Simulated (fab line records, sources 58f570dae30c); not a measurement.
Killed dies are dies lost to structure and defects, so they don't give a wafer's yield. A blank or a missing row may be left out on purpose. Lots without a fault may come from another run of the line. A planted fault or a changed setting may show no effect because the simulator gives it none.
A struck lot beside a sound one | flow berkeley_cmos170 | 14 steps out of a route of 331
Sound: wafers L964.1, L964.2, L964.4. Struck: wafers L960.2, L960.4, L960.6. The cause comes at the end.
At each step with rows: each side's tool, then ch and its chambers, then its first start. Under that, the readings that differ: sound wafers | struck wafers | difference of the means | sigmas: that difference in standard deviations of wafers without a fault.
alike: readings whose means differ by less than 2 such deviations, and words and numbers that are the same on both sides. not compared: withheld readings, readings that some wafer has no value for, bounds like >300 that may hide the same value, and numbers for which the record gives no deviation and whose values overlap.
The two part at a step that has a row with sigmas, a row that says differs or no value, or rows on one side only. Numbers that don't overlap but have no deviation are shown without sigmas and don't part them. A reading that every wafer of one side lacks parts them only if that side has two wafers or more.

first, 1 step without rows for these wafers: UCB170_PLDD_DEVELOP_05 (develop time 45 s).
UCB170_PLDD_CD_MEAS_06: target cd 1200 nm.
  sound on cd_sem-02, day 9 07:51; struck on cd_sem-02, day 8 22:03
  alike: cd_nm
UCB170_PLDD_OVL_MEAS_07:
  sound on overlay-01, day 9 07:58; struck on overlay-02, day 8 22:10
  reading       | sound | struck    | difference | sigmas
  PLDD_OVL (nm) | 4 5 6 | -13 -8 -4 | -13        | -2
then, 2 steps without rows for these wafers: UCB170_PLDD_IMPLANT_08; UCB170_PLDD_IMPLANT_09.
UCB170_PLDD_STRIP_10: strips in O2.
  sound on plasma_asher-01 ch 0,1, day 9 08:19; struck on plasma_asher-04 ch 0,1, day 8 22:29
  alike: drypump_motor_current_A, oes_product_au, strip_time_to_endpoint_s
  not compared: rf_hours_counter_h
UCB170_PLDD_TW_MEAS_11:
  sound on film_metro-01, day 9 08:25; struck on film_metro-03, day 8 22:36
  reading | sound          | struck      | difference | sigmas
  PLDD_TW | 1015 1010 1013 | 983 981 980 | -31        | -2
then, 5 steps without rows for these wafers: UCB170_PLDD_CLEAN_12 (cleans in SPM, time 600 s); UCB170_NLDD_HMDS_00 (prime time 60 s); UCB170_NLDD_COAT_01 (resist thk 900 nm); UCB170_NLDD_SOFTBAKE_02 (time 60 s); UCB170_NLDD_EXPOSE_03 (exposes mask NSELECT, target cd 1200 nm).
UCB170_NLDD_PEB_04:
  sound on litho_track-01 ch 0, day 9 11:04; struck on litho_track-04, day 9 01:00
  no value came back on the struck wafers for chill_plate_temp_C (C), exhaust_pa (Pa); on the sound wafers chill_plate_temp_C (C) reads 23.32 23.19 23.01
then, 1 step without rows for these wafers: UCB170_NLDD_DEVELOP_05 (develop time 45 s).

WHERE THEY PART
First at UCB170_PLDD_OVL_MEAS_07; last, within this record, at UCB170_NLDD_PEB_04.

WHY: what the simulator had put in
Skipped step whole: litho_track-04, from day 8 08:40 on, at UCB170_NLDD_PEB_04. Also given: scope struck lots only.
